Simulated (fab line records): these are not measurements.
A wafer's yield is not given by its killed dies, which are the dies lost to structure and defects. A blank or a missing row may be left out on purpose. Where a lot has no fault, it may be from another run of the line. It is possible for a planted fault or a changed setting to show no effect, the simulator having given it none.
fab line records    flow berkeleyCmos170
record: lots: 5  wafers: 23
route steps=331 shown ZERO@7 PWELL@39 ACTIVE@62 PFIELD@80 NVT@111 PVT@116
startH: the number of hours between the record's first day and the start of the first shown wafer of the lot    waitH: hours since the lot's step before    " same as the row above    L1.1+2: one row covering several wafers at once    - no value present, or no start provided    * or withheld: withheld    < > ~ a bound
route shown NAME@n: NAME is a module with steps in the file, n the number in the route of the first one    usual: average and standard deviation across the fault-free wafers    same: alike in all rows    chamber/n: place in a boat    sites: per-site readings    _std_site: how widely they spread, as a standard deviation    _edge_site: the outer-site mean with the inner-site mean subtracted    radiusMm: how far each site lies from the wafer's centre    mask NAME#n: copy n    behind: the last tool/chamber to shape the wafer    hold: what put the lot on hold/how long, in hours/how the hold closed    device: names the non-switching transistor (n, p or np)    end of line: tests of these same wafers at the route's end    a step with no rows: only its recipe    killed: dies lost to structure and defects at the first sort, not the wafer's yield    map: per-die view of a wafer (x killed, . not killed, _ where there is no die)
set.NAME: the run value of the setting; set.NAME@STEP: its run value at that earlier step    model.NAME: the simulator's own value behind a step, which no gauge read
lots where settings were altered on purpose, with a table for each step and a row for each wafer
== steps ==
step: UCB170_ZERO_COAT_01
recipe: resist: KrF  spinRpm: 1500  resistThkNm: 900
lot.wafer  tool           chamber  startH  waitH  set.resistThkNm  model.KrF_of_ZERO_COAT_01.thkNm
L074.1     lithoTrack-01  0        20.41   0.1    858.6            854.5
L074.2     "              0        "       "      858.6            854.3
L074.3     "              0        "       "      900              893.6
L074.4     "              0        "       "      900              896.4
L074.5     "              0        "       "      900              894.7
L075.1     lithoTrack-02  0        24.39   0.1    930              929
L075.2     "              0        "       "      900              902.7
L075.3     "              0        "       "      930              930.9
L075.4     "              0        "       "      900              901.9
L075.5     "              0        "       "      900              897.2
L077.1     lithoTrack-01  0        38.23   0.1    900              902.2
L077.2     "              0        "       "      932.2            931.4
L077.3     "              0        "       "      932.2            932
L077.4     "              0        "       "      932.2            934.7
L077.5     "              0        "       "      900              902.7
L084.1     lithoTrack-02  0        69.12   0.1    937              943.5
L084.2     "              0        "       "      900              909.3
L084.4     "              0        "       "      937              944.3
L084.5     "              0        "       "      900              911.4
L084.6     "              0        "       "      900              905.5
L085.1     lithoTrack-02  0        77.80   0.1    900              902
L085.2     "              0        "       "      900              901.1
L085.4     "              0        "       "      900              904.3
step: UCB170_ZERO_SOFTBAKE_02
recipe: resist: KrF  tempC: 130  timeS: 60
step: UCB170_ZERO_EXPOSE_03
recipe: maskId: PM_MARKS  na: 0.5  sigmaOuter: 0.6  sourceShape: conventional  targetCdNm: 4000  doseMj: 30
step: UCB170_ZERO_DEVELOP_05
recipe: developer: TMAH  developTimeS: 45  resist: KrF  devTempC: 21
step: UCB170_ZERO_ETCH_06
recipe: chemistry: CHF3/CF4/Ar  target: SiO2  timeS: 12  pressureMtorr: 100  rfW: 500  CHF3_flow_sccm: 50  cf4FlowSccm: 10  Ar_flow_sccm: 120  overEtchFrac: 1.709
step: UCB170_ZERO_STRIP_07
recipe: chemistry: O2  powerW: 400  pressureMtorr: 3500  platenTempC: withheld  o2FlowSccm: 400  overashFraction: 0.5
usual: stripTimeToEndpointS: 21.49/0.078
lot.wafer  tool            chamber  startH  waitH  set.resistThkNm@ZERO_COAT_01  stripTimeToEndpointS
L074.1     plasmaAsher-01  0        21.46   0.0    858.6                         20.36
L074.2     "               1        "       "      858.6                         20.37
L074.3     "               0        "       "      900                           21.30
L074.4     "               1        "       "      900                           21.38
L074.5     "               1        "       "      900                           21.35
L075.1     plasmaAsher-02  0        26.03   0.0    930                           22.16
L075.2     "               1        "       "      900                           21.52
L075.3     "               0        "       "      930                           22.20
L075.4     "               1        "       "      900                           21.50
L075.5     "               0        "       "      900                           21.39
L077.1     plasmaAsher-04  1        39.28   0.0    900                           21.53
L077.2     "               0        "       "      932.2                         22.22
L077.3     "               1        "       "      932.2                         22.23
L077.4     "               0        "       "      932.2                         22.31
L077.5     "               0        "       "      900                           21.53
L084.1     plasmaAsher-01  0        70.05   0.0    937                           22.50
L084.2     "               1        "       "      900                           21.68
L084.4     "               0        "       "      937                           22.51
L084.5     "               1        "       "      900                           21.73
L084.6     "               0        "       "      900                           21.58
L085.1     plasmaAsher-02  0        79.04   0.0    900                           21.51
L085.2     "               1        "       "      900                           21.49
L085.4     "               1        "       "      900                           21.56
step: UCB170_PWELL_CVD_05
recipe: material: Si3N4  targetThkNm: 220  tempC: 800  precursor: SiH2Cl2/NH3  timeS: 3300  pressureMtorr: 200  sih2cl2FlowSccm: 25  nh3FlowSccm: 75
lot.wafer   tool      chamber  startH  waitH  set.timeS  model.Si3N4_of_PWELL_CVD_05.thkNm
L074.1      -         -        -       0.0    3300       220.4
L074.2+5    "         -        "       "      3300       220.7
L074.3      "         -        "       "      3300       220.6
L074.4      "         -        "       "      3300       221.8
L075.1      -         -        -       0.0    3300       217.1
L075.2+3    "         -        "       "      3300       218.8
L075.4      "         -        "       "      3300       217.7
L075.5      "         -        "       "      3300       219.1
L077.1+4+5  -         -        -       0.0    3625       240.7
L077.2      "         -        "       "      3625       240.8
L077.3      "         -        "       "      3625       241
L084.1      -         -        -       0.0    3143       205.4
L084.2      "         -        "       "      3143       205.1
L084.4      "         -        "       "      3143       207.7
L084.5      "         -        "       "      3143       207.9
L084.6      "         -        "       "      3143       206.1
L085.1      lpcvd-01  0        110.04  1.2    3300       219.4
L085.2      "         0        "       "      3300       220.3
L085.4      "         0        "       "      3300       219.9
step: UCB170_PWELL_THK_MEAS_06
recipe: reads: Si3N4_of_PWELL_CVD_05
usual: PWELL_NITRIDE_THK: 219.0/1.5
lot.wafer  tool          chamber  startH  waitH  set.timeS@PWELL_CVD_05  PWELL_NITRIDE_THK[nm]
L075.1     filmMetro-04  -        -       -      3300                    217.0
L075.2     "             -        "       "      3300                    219.0
L075.3     "             -        "       "      3300                    218.7
L075.4     "             -        "       "      3300                    217.7
L075.5     "             -        "       "      3300                    218.9
L074.1     filmMetro-04  -        -       -      3300                    220.5
L074.2     "             -        "       "      3300                    220.6
L074.3     "             -        "       "      3300                    220.6
L074.4     "             -        "       "      3300                    221.6
L074.5     "             -        "       "      3300                    220.5
L077.1     filmMetro-02  -        -       -      3625                    240.8
L077.2     "             -        "       "      3625                    240.9
L077.3     "             -        "       "      3625                    241.2
L077.4     "             -        "       "      3625                    240.8
L077.5     "             -        "       "      3625                    240.8
L084.1     filmMetro-04  -        -       -      3143                    205.5
L084.2     "             -        "       "      3143                    204.9
L084.4     "             -        "       "      3143                    207.6
L084.5     "             -        "       "      3143                    207.9
L084.6     "             -        "       "      3143                    206.0
L085.1     filmMetro-02  -        111.96  0.0    3300                    219.4
L085.2     "             -        "       "      3300                    220.3
L085.4     "             -        "       "      3300                    219.9
step: UCB170_PWELL_ETCH_14
recipe: chemistry: CH3F/Ar/O2  target: Si3N4  stopOn: SiO2  CH3F_flow_sccm: 20  Ar_flow_sccm: 50  O2_flow_sccm: 7  pressureMtorr: 50  rfW: 450  targetDepthA: 2420  overEtchFrac: 0.1  timeS: 151
lot.wafer  tool        chamber  startH  waitH  set.rfW  set.timeS@PWELL_CVD_05  model.etch.depthNm  model.KrF_of_PWELL_COAT_08.thkNm
L075.1     rieDiel-03  3        55.09   0.0    450      3300                    217.1               726.9
L075.2     "           0        "       "      450      3300                    218.8               722.5
L075.3     "           1        "       "      450      3300                    218.8               723.9
L075.4     "           0        "       "      450      3300                    217.7               719.5
L075.5     "           3        "       "      450      3300                    219.1               725.6
L074.1     rieDiel-04  3        55.37   0.0    397.7    3300                    220.4               734.6
L074.2     "           0        "       "      397.7    3300                    220.7               737.6
L074.3     "           2        "       "      397.7    3300                    220.6               732.1
L074.4     "           1        "       "      450      3300                    221.8               723.6
L074.5     "           0        "       "      450      3300                    220.7               725.9
L077.1     rieDiel-04  1        78.27   0.0    500      3625                    240.7               707.9
L077.2     "           0        "       "      500      3625                    240.8               710.4
L077.3     "           3        "       "      500      3625                    241                 710.1
L077.4     "           2        "       "      450      3625                    240.7               718
L077.5     "           3        "       "      450      3625                    240.7               721.5
L084.1     rieDiel-04  2        105.65  0.0    450      3143                    205.4               724.2
L084.2     "           3        "       "      450      3143                    205.1               726.5
L084.4     "           0        "       "      450      3143                    207.7               727.6
L084.5     "           1        "       "      450      3143                    207.9               723.6
L084.6     "           0        "       "      450      3143                    206.1               725
L085.1     rieDiel-04  3        113.02  0.0    450      3300                    219.4               724
L085.2     "           1        "       "      450      3300                    220.3               728.7
L085.4     "           0        "       "      450      3300                    219.9               725.7
step: UCB170_PWELL_IMPLANT_15
recipe: species: B  doseCm2: 5e+12  energyKev: 59.64  tiltDeg: 7
step: UCB170_PWELL_STRIP_16
recipe: chemistry: O2  powerW: 400  pressureMtorr: 3500  platenTempC: withheld  o2FlowSccm: 400  overashFraction: 0.5
usual: stripTimeToEndpointS: 18.13/0.089
lot.wafer  tool            chamber  startH  waitH  set.rfW@PWELL_ETCH_14  stripTimeToEndpointS
L075.1     plasmaAsher-01  1        55.34   0.1    450                    18.14
L075.2     "               0        "       "      450                    18.04
L075.3     "               1        "       "      450                    18.07
L075.4     "               0        "       "      450                    17.97
L075.5     "               0        "       "      450                    18.12
L074.1     plasmaAsher-03  0        55.62   0.1    397.7                  18.34
L074.2     "               1        "       "      397.7                  18.40
L074.3     "               0        "       "      397.7                  18.28
L074.4     "               1        "       "      450                    18.05
L074.5     "               0        "       "      450                    18.11
L077.1     plasmaAsher-03  1        78.52   0.1    500                    17.69
L077.2     "               0        "       "      500                    17.73
L077.3     "               1        "       "      500                    17.73
L077.4     "               0        "       "      450                    17.93
L077.5     "               1        "       "      450                    18.03
L084.1     plasmaAsher-03  0        105.90  0.1    450                    18.09
L084.2     "               1        "       "      450                    18.14
L084.4     "               0        "       "      450                    18.14
L084.5     "               0        "       "      450                    18.08
L084.6     "               1        "       "      450                    18.09
L085.1     plasmaAsher-01  0        113.33  0.2    450                    18.06
L085.2     "               1        "       "      450                    18.18
L085.4     "               0        "       "      450                    18.13
step: UCB170_ACTIVE_OXIDATION_02
recipe: tempC: 1000  ambient: O2  targetThkA: 264  oxTimeS: 1260
lot.wafer  tool        chamber  startH  waitH  set.oxTimeS  model.SiO2_of_ACTIVE_OXIDATION_02.thkNm
L074.1     -           -        -       5.4    1409         27.71
L074.2     "           -        "       "      1409         27.75
L074.3     "           -        "       "      1409         27.5
L074.4     "           -        "       "      1409         27.98
L074.5     "           -        "       "      1409         27.73
L075.1     -           -        -       5.4    1260         26
L075.2     "           -        "       "      1260         26.12
L075.3     "           -        "       "      1260         25.96
L075.4     "           -        "       "      1260         25.88
L075.5     "           -        "       "      1260         26.05
L077.1     -           -        -       3.3    1199         25.42
L077.2     "           -        "       "      1199         25.45
L077.3     "           -        "       "      1199         25.29
L077.4     "           -        "       "      1199         25.48
L077.5     "           -        "       "      1199         26.06
L084.1     -           -        -       3.9    1260         25.89
L084.2     "           -        "       "      1260         25.53
L084.4     "           -        "       "      1260         25.54
L084.5     "           -        "       "      1260         26.13
L084.6     "           -        "       "      1260         25.88
L085.1     furnace-02  0        135.15  2.9    1260         25.91
L085.2     "           0        "       "      1260         25.49
L085.4     "           0        "       "      1260         25.6
step: UCB170_ACTIVE_CVD_05
recipe: material: Si3N4  targetThkNm: 220  tempC: 800  precursor: SiH2Cl2/NH3  timeS: 3300  pressureMtorr: 200  sih2cl2FlowSccm: 25  nh3FlowSccm: 75
lot.wafer   tool      chamber  startH  waitH  set.tempC  model.Si3N4_of_ACTIVE_CVD_05.thkNm
L074.1      -         -        -       0.0    809.1      262.1
L074.2      "         -        "       "      809.1      261.2
L074.3      "         -        "       "      809.1      260.8
L074.4      "         -        "       "      809.1      262.2
L074.5      "         -        "       "      809.1      261.5
L075.1      -         -        -       0.0    788.9      178.3
L075.2+3    "         -        "       "      788.9      180.3
L075.4      "         -        "       "      788.9      180.2
L075.5      "         -        "       "      788.9      180.8
L077.1      -         -        -       0.0    778.1      147.2
L077.2      "         -        "       "      778.1      147.5
L077.3      "         -        "       "      778.1      146.5
L077.4      "         -        "       "      778.1      145.2
L077.5      "         -        "       "      778.1      149
L084.1+2+6  -         -        -       0.0    800        215.2
L084.4      "         -        "       "      800        215
L084.5      "         -        "       "      800        215.5
L085.1+4    lpcvd-02  0        142.66  2.0    800        224.6
L085.2      "         0        "       "      800        225.5
step: UCB170_ACTIVE_THK_MEAS_06
recipe: reads: Si3N4_of_ACTIVE_CVD_05
usual: ACTIVE_NITRIDE_THK: 219.9/2.9
lot.wafer  tool          chamber  startH  waitH  set.tempC@ACTIVE_CVD_05  ACTIVE_NITRIDE_THK[nm]
L074.1     filmMetro-04  -        -       -      809.1                    262.1
L074.2     "             -        "       "      809.1                    261.3
L074.3     "             -        "       "      809.1                    260.8
L074.4     "             -        "       "      809.1                    262.4
L074.5     "             -        "       "      809.1                    261.4
L075.1     filmMetro-03  -        -       -      788.9                    178.4
L075.2     "             -        "       "      788.9                    180.2
L075.3     "             -        "       "      788.9                    180.2
L075.4     "             -        "       "      788.9                    179.9
L075.5     "             -        "       "      788.9                    180.9
L077.1     filmMetro-03  -        -       -      778.1                    147.1
L077.2     "             -        "       "      778.1                    147.4
L077.3     "             -        "       "      778.1                    146.3
L077.4     "             -        "       "      778.1                    145.2
L077.5     "             -        "       "      778.1                    149.0
L084.1     filmMetro-01  -        -       -      800                      215.3
L084.2     "             -        "       "      800                      215.0
L084.4     "             -        "       "      800                      215.1
L084.5     "             -        "       "      800                      215.5
L084.6     "             -        "       "      800                      215.1
L085.1     filmMetro-01  -        144.58  0.0    800                      224.7
L085.2     "             -        "       "      800                      225.4
L085.4     "             -        "       "      800                      224.4
step: UCB170_ACTIVE_HMDS_07
recipe: primeTimeS: 60  primeTempC: 100
step: UCB170_ACTIVE_COAT_08
recipe: resist: KrF  spinRpm: 1500  resistThkNm: 889.6
step: UCB170_ACTIVE_ETCH_15
recipe: chemistry: CH3F/Ar/O2  target: Si3N4  stopOn: SiO2  CH3F_flow_sccm: 20  Ar_flow_sccm: 50  O2_flow_sccm: 7  pressureMtorr: 50  rfW: 450  targetDepthA: 2420  overEtchFrac: 0.1  timeS: 151
usual: oesProductAu: 0.935/0.017
lot.wafer  tool        chamber  startH  waitH  set.tempC@ACTIVE_CVD_05  oesProductAu  model.etch.depthNm
L074.1     rieDiel-02  1        86.55   0.0    809.1                    1.037         250
L074.2     "           2        "       "      809.1                    0.988         247.9
L074.3     "           0        "       "      809.1                    0.988         239
L074.4     "           0        "       "      809.1                    0.972         238.1
L074.5     "           1        "       "      809.1                    1.042         250.5
L075.1     rieDiel-03  3        86.67   0.0    788.9                    0.835         178.3
L075.2     "           2        "       "      788.9                    0.823         180.3
L075.3     "           0        "       "      788.9                    0.841         180.3
L075.4     "           2        "       "      788.9                    0.828         180.2
L075.5     "           3        "       "      788.9                    0.848         180.8
L077.1     rieDiel-03  0        114.04  0.0    778.1                    0.750         147.2
L077.2     "           2        "       "      778.1                    0.747         147.5
L077.3     "           1        "       "      778.1                    0.755         146.5
L077.4     "           3        "       "      778.1                    0.746         145.2
L077.5     "           2        "       "      778.1                    0.737         149
L084.1     rieDiel-04  0        136.89  0.0    800                      0.905         215.2
L084.2     "           1        "       "      800                      0.946         215.2
L084.4     "           2        "       "      800                      0.925         215
L084.5     "           3        "       "      800                      0.900         215.5
L084.6     "           2        "       "      800                      0.928         215.2
L085.1     rieDiel-04  2        145.80  0.0    800                      0.949         224.6
L085.2     "           0        "       "      800                      0.933         225.5
L085.4     "           3        "       "      800                      0.923         224.6
step: UCB170_PFIELD_COAT_01
recipe: resist: KrF  spinRpm: 1500  resistThkNm: 900
lot.wafer  tool           chamber  startH  waitH  set.resistThkNm  model.KrF_of_PFIELD_COAT_01.thkNm
L074.1     lithoTrack-04  0        87.32   0.1    937.3            940.2
L074.2     "              0        "       "      937.3            941
L074.3     "              0        "       "      900              900.2
L074.4     "              0        "       "      900              900
L074.5     "              0        "       "      937.3            939
L075.1     lithoTrack-01  0        87.67   0.1    874.3            875.9
L075.2     "              0        "       "      874.3            875.2
L075.3     "              0        "       "      900              900.1
L075.4     "              0        "       "      900              899.4
L075.5     "              0        "       "      874.3            874.8
L077.1     lithoTrack-04  0        116.74  0.1    900              905.3
L077.2     "              0        "       "      922.6            925.8
L077.3     "              0        "       "      900              905
L077.4     "              0        "       "      922.6            924.9
L077.5     "              0        "       "      900              902.2
L084.1     lithoTrack-02  0        137.90  0.1    915.8            914.2
L084.2     "              0        "       "      900              900.8
L084.4     "              0        "       "      900              900.7
L084.5     "              0        "       "      915.8            917.2
L084.6     "              0        "       "      915.8            915.7
L085.1     lithoTrack-04  0        146.45  0.1    900              901.4
L085.2     "              0        "       "      900              898.7
L085.4     "              0        "       "      900              898.6
step: UCB170_PFIELD_SOFTBAKE_02
recipe: resist: KrF  tempC: 130  timeS: 60
step: UCB170_PFIELD_EXPOSE_03
recipe: maskId: PFIELD  na: 0.5  sigmaOuter: 0.6  sourceShape: conventional  targetCdNm: 1500  doseMj: 30
step: UCB170_PFIELD_IMPLANT_07
recipe: species: B  doseCm2: 2e+13  energyKev: 81.05  tiltDeg: 7
step: UCB170_PFIELD_STRIP_08
recipe: chemistry: O2  powerW: 400  pressureMtorr: 3500  platenTempC: withheld  o2FlowSccm: 400  overashFraction: 0.5
usual: stripTimeToEndpointS: 21.66/0.05
lot.wafer  tool            chamber  startH  waitH  set.resistThkNm@PFIELD_COAT_01  stripTimeToEndpointS
L074.1     plasmaAsher-04  1        88.32   0.1    937.3                           22.58
L074.2     "               0        "       "      937.3                           22.61
L074.3     "               0        "       "      900                             21.63
L074.4     "               1        "       "      900                             21.62
L074.5     "               1        "       "      937.3                           22.56
L075.1     plasmaAsher-02  1        88.55   0.1    874.3                           21.04
L075.2     "               0        "       "      874.3                           21.03
L075.3     "               0        "       "      900                             21.62
L075.4     "               1        "       "      900                             21.63
L075.5     "               0        "       "      874.3                           21.04
L077.1     plasmaAsher-02  1        118.65  0.2    900                             21.74
L077.2     "               0        "       "      922.6                           22.25
L077.3     "               0        "       "      900                             21.75
L077.4     "               1        "       "      922.6                           22.21
L077.5     "               0        "       "      900                             21.69
L084.1     plasmaAsher-02  1        139.35  0.1    915.8                           21.99
L084.2     "               0        "       "      900                             21.66
L084.4     "               0        "       "      900                             21.67
L084.5     "               0        "       "      915.8                           22.03
L084.6     "               1        "       "      915.8                           22.02
L085.1     plasmaAsher-02  0        147.49  0.1    900                             21.67
L085.2     "               1        "       "      900                             21.60
L085.4     "               1        "       "      900                             21.59
step: UCB170_NVT_IMPLANT_07
recipe: species: BF2  doseCm2: 3e+12  energyKev: 50  tiltDeg: 7
lot.wafer   tool          chamber  startH  waitH  set.doseCm2
L074.1+5    implanter-02  0        120.07  0.0    2.855e+12
L074.2+3+4  "             0        "       "      3e+12
L075.1+2    implanter-03  0        120.40  0.0    3e+12
L075.3+4+5  "             0        "       "      3.178e+12
L077.1+2+5  implanter-02  0        150.44  0.0    3.215e+12
L077.3+4    "             0        "       "      3e+12
L084.1+5    implanter-03  0        177.74  0.0    3e+12
L084.2+4+6  "             0        "       "      3.087e+12
L085.1+2+4  implanter-02  0        183.73  0.0    3e+12
step: UCB170_NVT_STRIP_08
recipe: chemistry: O2  powerW: 400  pressureMtorr: 3500  platenTempC: withheld  o2FlowSccm: 400  overashFraction: 0.5204
step: UCB170_NVT_TW_MEAS_09
usual: NVT_TW: 530/4.6
lot.wafer  tool          chamber  startH  waitH  set.doseCm2@NVT_IMPLANT_07  NVT_TW
L074.1     filmMetro-02  -        120.32  0.1    2.855e+12                   527
L074.2     "             -        "       "      3e+12                       535
L074.3     "             -        "       "      3e+12                       538
L074.4     "             -        "       "      3e+12                       534
L074.5     "             -        "       "      2.855e+12                   525
L075.1     filmMetro-02  -        120.65  0.1    3e+12                       533
L075.2     "             -        "       "      3e+12                       535
L075.3     "             -        "       "      3.178e+12                   546
L075.4     "             -        "       "      3.178e+12                   545
L075.5     "             -        "       "      3.178e+12                   544
L077.1     filmMetro-01  -        150.69  0.1    3.215e+12                   533
L077.2     "             -        "       "      3.215e+12                   531
L077.3     "             -        "       "      3e+12                       523
L077.4     "             -        "       "      3e+12                       524
L077.5     "             -        "       "      3.215e+12                   536
L084.1     filmMetro-02  -        177.99  0.1    3e+12                       533
L084.2     "             -        "       "      3.087e+12                   535
L084.4     "             -        "       "      3.087e+12                   537
L084.5     "             -        "       "      3e+12                       530
L084.6     "             -        "       "      3.087e+12                   536
L085.1     filmMetro-02  -        183.98  0.1    3e+12                       531
L085.2     "             -        "       "      3e+12                       529
L085.4     "             -        "       "      3e+12                       530
step: UCB170_PVT_COAT_01
recipe: resist: KrF  spinRpm: 1500  resistThkNm: 900
lot.wafer  tool           chamber  startH  waitH  set.spinRpm  model.KrF_of_PVT_COAT_01.thkNm
L074.1     lithoTrack-03  0        120.71  0.1    1500         902.6
L074.2     "              0        "       "      1582         880
L074.3     "              0        "       "      1500         901.4
L074.4     "              0        "       "      1582         876.4
L074.5     "              0        "       "      1582         881.8
L075.1     lithoTrack-03  0        121.16  0.1    1500         908.4
L075.2     "              0        "       "      1500         909.8
L075.3     "              0        "       "      1500         906.8
L075.4     "              0        "       "      1500         907.8
L075.5     "              0        "       "      1500         905.8
L077.1     lithoTrack-01  0        151.83  0.1    1547         883
L077.2     "              0        "       "      1500         897.9
L077.3     "              0        "       "      1547         883.3
L077.4     "              0        "       "      1547         882.7
L077.5     "              0        "       "      1500         897.2
L084.1     lithoTrack-03  0        179.75  0.1    1443         917.2
L084.2     "              0        "       "      1443         918
L084.4     "              0        "       "      1500         898
L084.5     "              0        "       "      1443         918.5
L084.6     "              0        "       "      1500         900.8
L085.1     lithoTrack-03  0        185.84  0.1    1500         897.8
L085.2     "              0        "       "      1500         896.7
L085.4     "              0        "       "      1500         898.1
step: UCB170_PVT_SOFTBAKE_02
recipe: resist: KrF  tempC: 130  timeS: 60
step: UCB170_PVT_EXPOSE_03
recipe: maskId: NWELL  targetCdNm: 3000  na: 0.5  sigmaOuter: 0.6  sourceShape: conventional  doseMj: 30
step: UCB170_PVT_IMPLANT_07
recipe: species: P  doseCm2: 2e+12  energyKev: 30  tiltDeg: 7
step: UCB170_PVT_STRIP_08
recipe: chemistry: O2  powerW: 400  pressureMtorr: 3500  platenTempC: withheld  o2FlowSccm: 400  overashFraction: 0.5
usual: stripTimeToEndpointS: 21.64/0.078
lot.wafer  tool            chamber  startH  waitH  set.spinRpm@PVT_COAT_01  stripTimeToEndpointS
L074.1     plasmaAsher-03  0        121.84  0.1    1500                     21.68
L074.2     "               1        "       "      1582                     21.15
L074.3     "               0        "       "      1500                     21.65
L074.4     "               1        "       "      1582                     21.08
L074.5     "               0        "       "      1582                     21.18
L075.1     plasmaAsher-01  0        122.52  0.1    1500                     21.82
L075.2     "               1        "       "      1500                     21.85
L075.3     "               1        "       "      1500                     21.81
L075.4     "               0        "       "      1500                     21.82
L075.5     "               0        "       "      1500                     21.75
L077.1     plasmaAsher-03  0        154.31  0.1    1547                     21.22
L077.2     "               1        "       "      1500                     21.59
L077.3     "               0        "       "      1547                     21.23
L077.4     "               1        "       "      1547                     21.20
L077.5     "               1        "       "      1500                     21.56
L084.1     plasmaAsher-02  0        180.78  0.1    1443                     22.04
L084.2     "               1        "       "      1443                     22.06
L084.4     "               0        "       "      1500                     21.58
L084.5     "               0        "       "      1443                     22.06
L084.6     "               1        "       "      1500                     21.65
L085.1     plasmaAsher-03  0        186.72  0.1    1500                     21.58
L085.2     "               1        "       "      1500                     21.53
L085.4     "               1        "       "      1500                     21.60
== key ==
split: step: UCB170_ZERO_COAT_01  setting: resistThkNm  stated: 900  by: wafer
response: step: UCB170_ZERO_COAT_01  reading: model.KrF_of_ZERO_COAT_01.thkNm  change: +8.66  per: 1%  r: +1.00
response: step: UCB170_ZERO_STRIP_07  reading: stripTimeToEndpointS  change: *  per: 1%  r: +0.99
split: step: UCB170_PWELL_CVD_05  setting: timeS  stated: 3300  by: lot
response: step: UCB170_PWELL_CVD_05  reading: model.Si3N4_of_PWELL_CVD_05.thkNm  change: +2.3  per: 1%  r: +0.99
response: step: UCB170_PWELL_THK_MEAS_06  reading: PWELL_NITRIDE_THK  change: +2.31  per: 1%  r: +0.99
response: step: UCB170_PWELL_ETCH_14  reading: model.etch.depthNm  change: +2.3  per: 1%  r: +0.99
split: step: UCB170_PWELL_ETCH_14  setting: rfW  stated: 450  by: wafer
response: step: UCB170_PWELL_ETCH_14  reading: model.KrF_of_PWELL_COAT_08.thkNm  change: -0.893  per: 1%  r: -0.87
response: step: UCB170_PWELL_STRIP_16  reading: stripTimeToEndpointS  change: *  per: 1%  r: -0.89
split: step: UCB170_ACTIVE_OXIDATION_02  setting: oxTimeS  stated: 1260  by: lot
response: step: UCB170_ACTIVE_OXIDATION_02  reading: model.SiO2_of_ACTIVE_OXIDATION_02.thkNm  change: +0.14  per: 1%  r: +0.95
split: step: UCB170_ACTIVE_CVD_05  setting: tempC  stated: 800  by: lot
response: step: UCB170_ACTIVE_CVD_05  reading: model.Si3N4_of_ACTIVE_CVD_05.thkNm  change: +29  per: 1%  r: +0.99
response: step: UCB170_ACTIVE_THK_MEAS_06  reading: ACTIVE_NITRIDE_THK  change: +29.1  per: 1%  r: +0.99
response: step: UCB170_ACTIVE_ETCH_15  reading: oesProductAu  change: +0.0664  per: 1%  r: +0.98
response: step: UCB170_ACTIVE_ETCH_15  reading: model.etch.depthNm  change: +25.7  per: 1%  r: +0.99
split: step: UCB170_PFIELD_COAT_01  setting: resistThkNm  stated: 900  by: wafer
response: step: UCB170_PFIELD_COAT_01  reading: model.KrF_of_PFIELD_COAT_01.thkNm  change: +9.06  per: 1%  r: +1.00
response: step: UCB170_PFIELD_STRIP_08  reading: stripTimeToEndpointS  change: *  per: 1%  r: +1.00
split: step: UCB170_NVT_IMPLANT_07  setting: doseCm2  stated: 3e+12  by: wafer
response: step: UCB170_NVT_TW_MEAS_09  reading: NVT_TW  change: +1.64  per: 1%  r: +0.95
split: step: UCB170_PVT_COAT_01  setting: spinRpm  stated: 1500  by: wafer
response: step: UCB170_PVT_COAT_01  reading: model.KrF_of_PVT_COAT_01.thkNm  change: -4.43  per: 1%  r: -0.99
response: step: UCB170_PVT_STRIP_08  reading: stripTimeToEndpointS  change: *  per: 1%  r: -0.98
